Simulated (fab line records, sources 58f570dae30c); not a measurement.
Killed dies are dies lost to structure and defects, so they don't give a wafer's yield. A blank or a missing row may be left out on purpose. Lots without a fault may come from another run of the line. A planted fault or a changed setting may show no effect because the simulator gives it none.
fab line records | flow berkeley_cmos170
record lots=6 wafers=18 last_day=11
route steps=331 shown NLDD@167 SPACER@171 PSD@175
lots that met no fault: from a run of the same line without faults
start_h: hours from the record's first day to the start of the lot's first wafer shown | wait_h: hours since the lot's step before | " the same as in the row above | L1.1+2: a row that stands for several wafers | - no value, or no start given | * or withheld: withheld | < > ~ a bound
route shown NAME@n: a module of which the file shows steps, and the number in the route of the first | usual: mean/standard deviation of fault-free wafers | same: alike in all rows | chamber/n: place in a boat | sites: the reading at each site | _std_site: their standard deviation | _edge_site: outer sites' mean less inner sites' | radius_mm: how far each site lies from the wafer's centre | mask NAME#n: copy n | behind: the tool/chamber that last shaped the wafer | hold: why the lot was held/for how many hours/how that ended | device: the transistor (n, p or np) that didn't switch | end of line: the same wafers' tests at the end of the route | a step without rows: its recipe alone | killed: dies lost to structure and defects at the first sort, not the wafer's yield | map: a wafer's dies, x killed, . not, _ none there
set.NAME: the setting as run; set.NAME@STEP: as run at that earlier step | model.NAME: the simulator's own value behind a step, which no gauge read
lots at some steps of the route; a table a step, a row a wafer
services: from which hour (start_h, from the record's first day; less than 0 if before it) a tool's chamber was out of use, for how many hours, and why
## steps
# step UCB170_NLDD_IMPLANT_09
# recipe species=As dose_cm2=5e+13 energy_kev=30 tilt_deg=7 rotation_deg=180
# step UCB170_NLDD_STRIP_10
# recipe chemistry=O2 power_w=400 pressure_mtorr=3500 platen_temp_c=withheld o2_flow_sccm=400 overash_fraction=0.5
# usual drypump_motor_current_A=6.1/0.4 oes_product_au=0.734/0.0045 strip_time_to_endpoint_s=21.61/0.049
# columns lot.wafer tool chamber start_h wait_h drypump_motor_current_A oes_product_au rf_hours_counter_h strip_time_to_endpoint_s
L811.1 plasma_asher-02 1 132.02 0.1 6.6 0.743 41 21.55
L811.5 " 1 " " 6.5 0.736 - 21.64
L811.6 " 0 " " 5.9 0.728 - 21.57
L816.1 plasma_asher-01 1 165.40 0.1 6.0 0.740 47 21.69
L816.2 " 0 " " 6.3 0.744 47 21.77
L816.5 " 1 " " 6.0 0.731 - 21.72
L824.1 plasma_asher-01 1 202.74 0.1 6.0 0.736 51 21.61
L824.3 " 0 " " 6.3 0.737 - 21.64
L824.4 " 1 " " 5.9 0.730 - 21.58
L822.1 plasma_asher-02 0 203.46 0.1 5.9 0.733 49 21.48
L822.4 " 0 " " 5.9 0.736 - 21.60
L822.6 " 1 " " 6.6 0.731 - 21.53
L825.2 plasma_asher-01 0 208.89 0.1 6.3 0.735 52 21.58
L825.5 " 0 " " 6.3 0.730 - 21.54
L825.6 " 1 " " 6.0 0.738 - 21.57
L827.1 plasma_asher-03 1 227.11 0.1 6.5 0.728 48 21.69
L827.3 " 1 " " 6.5 0.736 - 21.66
L827.5 " 0 " " 5.3 0.736 - 21.63
# step UCB170_NLDD_TW_MEAS_11
# usual NLDD_TW=2228/15
# columns lot.wafer tool chamber start_h wait_h NLDD_TW
L811.1 film_metro-03 - 132.12 0.1 2202
L811.5 " - " " 2221
L811.6 " - " " 2224
L816.1 film_metro-02 - 165.50 0.1 2229
L816.2 " - " " 2233
L816.5 " - " " 2232
L824.1 film_metro-04 - 202.84 0.1 2239
L824.3 " - " " 2252
L824.4 " - " " 2254
L822.1 film_metro-04 - 203.56 0.1 2255
L822.4 " - " " 2258
L822.6 " - " " 2260
L825.2 film_metro-03 - 209.00 0.1 2205
L825.5 " - " " 2198
L825.6 " - " " 2199
L827.1 film_metro-04 - 227.21 0.1 2228
L827.3 " - " " 2231
L827.5 " - " " 2227
# step UCB170_NLDD_CLEAN_12
# recipe chemistry=SPM temp_c=120 time_s=600
# step UCB170_SPACER_CVD_00
# recipe material=SiO2 target_thk_nm=376 temp_c=390 precursor=TEOS/O2 time_s=47 rf_w=550 pressure_mtorr=9000
# usual heater_power_w=267/47
# columns lot.wafer tool chamber start_h wait_h heater_power_w
L811.1 pecvd-01 1 132.37 0.0 293
L811.5 " 1 " " 308
L811.6 " 2 " " 283
L816.1 pecvd-02 1 165.74 0.0 219
L816.2 " 2 " " 219
L816.5 " 1 " " 239
L824.1 pecvd-02 1 203.21 0.0 226
L824.3 " 0 " " 272
L824.4 " 1 " " 244
L822.1 pecvd-01 0 203.81 0.0 299
L822.4 " 1 " " 257
L822.6 " 0 " " 304
L825.2 pecvd-01 2 209.24 0.0 262
L825.5 " 2 " " 284
L825.6 " 0 " " 244
L827.1 pecvd-03 2 227.45 0.0 343
L827.3 " 1 " " 174
L827.5 " 0 " " 240
# step UCB170_SPACER_THK_MEAS_01
# recipe reads=SiO2_of_SPACER_CVD_00
# usual SPACER_TEOS_THK=377/5.1
# columns lot.wafer tool chamber start_h wait_h SPACER_TEOS_THK[nm]
L811.1 film_metro-04 - 132.41 0.0 364
L811.5 " - " " 377
L811.6 " - " " 374
L816.1 film_metro-04 - 165.78 0.0 375
L816.2 " - " " 374
L816.5 " - " " 381
L824.1 film_metro-01 - 203.26 0.0 376
L824.3 " - " " 379
L824.4 " - " " 381
L822.1 film_metro-04 - 203.85 0.0 379
L822.4 " - " " 381
L822.6 " - " " 384
L825.2 film_metro-04 - 209.29 0.0 370
L825.5 " - " " 380
L825.6 " - " " 383
L827.1 film_metro-01 - 227.49 0.0 372
L827.3 " - " " 373
L827.5 " - " " 378
# step UCB170_SPACER_ANNEAL_02
# recipe temp_c=900 time_s=1800 ambient=N2
# step UCB170_SPACER_ETCHBACK_03
# recipe stop_on=Si target=SiO2 chemistry=CHF3/CF4/Ar CHF3_flow_sccm=50 cf4_flow_sccm=10 Ar_flow_sccm=120 pressure_mtorr=200 rf_w=500 target_depth_a=3760 time_s=100
# usual drypump_motor_current_A=5.5/0.54 oes_product_au=0.905/0.017 throttle_valve_pct=6.46/0.091
# columns lot.wafer tool chamber start_h wait_h drypump_motor_current_A oes_product_au rf_hours_counter_h throttle_valve_pct
L811.1 rie_diel-01 2 136.01 0.1 6.5 0.878 27 6.39
L811.5 " 1 " " 5.3 0.913 - 6.48
L811.6 " 2 " " 6.5 0.896 - 6.39
L816.1 rie_diel-02 1 171.45 0.0 6.4 0.892 43 6.55
L816.2 " 3 " " 4.9 0.896 20 6.39
L816.5 " 2 " " 5.5 0.938 - 6.44
L822.1 rie_diel-03 3 206.38 0.0 5.2 0.936 21 6.70
L822.4 " 3 " " 5.2 0.929 - 6.68
L822.6 " 1 " " 5.7 0.920 - 6.36
L824.1 rie_diel-01 0 206.38 0.0 5.2 0.898 117 6.48
L824.3 " 3 " " 6.0 0.911 121 6.44
L824.4 " 2 " " 6.5 0.915 30 6.39
L825.2 rie_diel-03 1 215.62 0.0 5.7 0.896 21 6.38
L825.5 " 3 " " 5.2 0.941 - 6.67
L825.6 " 1 " " 5.8 0.910 - 6.37
L827.1 rie_diel-01 0 230.07 0.0 5.2 0.890 118 6.47
L827.3 " 3 " " 6.1 0.899 122 6.42
L827.5 " 1 " " 5.3 0.926 - 6.48
# step UCB170_PSD_HMDS_00
# recipe prime_time_s=60 prime_temp_c=100
# step UCB170_PSD_COAT_01
# recipe resist=KrF spin_rpm=1500 resist_thk_nm=900
# step UCB170_PSD_SOFTBAKE_02
# recipe resist=KrF temp_c=130 time_s=60
# step UCB170_PSD_EXPOSE_03
# recipe mask_id=PSELECT_MOD na=0.5 sigma_outer=0.6 source_shape=conventional target_cd_nm=1200 dose_mj=30
# step UCB170_PSD_PEB_04
# recipe peb_temp_c=130 peb_time_s=withheld resist=KrF
# usual heater_power_total_W=56.80/0.044 plate_temp_C=130.05/0.14
# columns lot.wafer tool chamber start_h wait_h heater_power_total_W plate_temp_C
L811.1 litho_track-04 0 137.33 0.2 56.73 130.13
L811.5 " 0 " " 56.76 129.98
L811.6 " 0 " " 56.75 130.01
L816.1 litho_track-02 0 172.42 0.2 56.77 130.23
L816.2 " 0 " " 56.88 130.12
L816.5 " 0 " " 56.75 130.17
L824.1 litho_track-04 0 208.24 0.8 47.38 113.41
L824.3 " 0 " " 47.46 113.50
L824.4 " 0 " " 47.36 113.58
L822.1 litho_track-04 0 208.52 0.6 47.36 113.28
L822.4 " 0 " " 47.44 113.52
L822.6 " 0 " " 47.41 113.33
L825.2 litho_track-01 0 216.41 0.1 56.85 130.03
L825.5 " 0 " " 56.83 130.17
L825.6 " 0 " " 56.82 130.09
L827.1 litho_track-01 0 231.28 0.4 56.84 130.03
L827.3 " 0 " " 56.76 129.83
L827.5 " 0 " " 56.81 129.91
# step UCB170_PSD_DEVELOP_05
# recipe developer=TMAH develop_time_s=45 resist=KrF dev_temp_c=21
# step UCB170_PSD_CD_MEAS_06
# recipe target_cd_nm=1200
# usual cd_nm=1199.3/1.5
# columns lot.wafer tool chamber start_h wait_h cd_nm
L811.1 cd_sem-02 - 137.60 - 1200.8
L811.5 " - " " 1202.5
L811.6 " - " " 1201.1
L816.1 cd_sem-01 - 172.69 - 1198.9
L816.2 " - " " 1200.3
L816.5 " - " " 1201.1
L824.1 cd_sem-02 - 208.52 - 980.4
L824.3 " - " " 980.6
L824.4 " - " " 981.6
L822.1 cd_sem-02 - 208.83 - 981.6
L822.4 " - " " 980.7
L822.6 " - " " 980.8
L825.2 cd_sem-02 - 216.68 - 1199.2
L825.5 " - " " 1198.8
L825.6 " - " " 1198.3
L827.1 cd_sem-02 - 231.56 - 1199.2
L827.3 " - " " 1198.2
L827.5 " - " " 1199.2
# step UCB170_PSD_OVL_MEAS_07
# usual PSD_OVL=3/5.2
# columns lot.wafer tool chamber start_h wait_h PSD_OVL[nm]
L811.1 overlay-01 - 137.72 0.1 6
L811.5 " - " " 8
L811.6 " - " " 2
L816.1 overlay-02 - 172.81 0.1 5
L816.2 " - " " 6
L816.5 " - " " 7
L824.1 overlay-01 - 208.64 0.1 12
L824.3 " - " " 7
L824.4 " - " " 7
L822.1 overlay-01 - 208.95 0.1 5
L822.4 " - " " 6
L822.6 " - " " 7
L825.2 overlay-02 - 216.79 0.1 2
L825.5 " - " " 3
L825.6 " - " " 0
L827.1 overlay-02 - 231.68 0.1 14
L827.3 " - " " -3
L827.5 " - " " 7
## services
# columns tool chamber start_h hours kind
pecvd-03 - 115.88 14.6 pm
rie_diel-01 2 119.27 7.8 repair
pecvd-01 - 120.30 0.5 repair
plasma_asher-01 - 126.32 7.1 repair
rie_diel-03 0 143.16 126.4 repair
pecvd-03 - 149.44 1.1 repair
rie_diel-02 2 179.80 - clean
rie_diel-02 2 179.80 17.4 scheduled_down
rie_diel-02 2 179.80 17.4 vent_cycle
rie_diel-02 0 194.72 9.8 repair
rie_diel-03 3 194.79 9.0 repair
pecvd-02 - 195.54 0.9 repair
rie_diel-02 0 208.05 4.4 repair
rie_diel-01 2 225.02 1.4 repair
rie_diel-02 0 226.92 6.6 repair
## key
first_sign step=UCB170_PSD_PEB_04 reading=heater_power_total_W direction=down sigmas=99+ usual=56.80 struck=47.40
effect step=UCB170_PSD_PEB_04 reading=plate_temp_C direction=down sigmas=99+ usual=* struck=*
effect step=UCB170_PSD_CD_MEAS_06 reading=cd_nm direction=down sigmas=99+ usual=1199.3 struck=981.0
met_at UCB170_PSD_PEB_04
struck_wafers L822.1,L822.4,L822.6,L824.1,L824.3,L824.4
sort_left_out L822.1,L822.4,L822.6,L824.1,L824.3,L824.4
tester_left_out L822,L824
onset_between 137.33 208.24
fault kind=process_parameter_drift tool=litho_track-04 chamber=- onset_h=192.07 steps=UCB170_PSD_PEB_04 channel=peb_temp_c offset=* shape=step end_h=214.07 acts_in=* stated=*
# tester_left_out: of these lots the tester's yield and bins aren't shown, on N5 and GAA mostly nor the transistor test; their killed dies are dies lost to structure and defects alone, not to doping, threshold or leakage, so they don't give the yield
# sort_left_out: the simulated sort isn't trusted on such a fault, so these wafers' sort isn't shown, and their yield isn't known
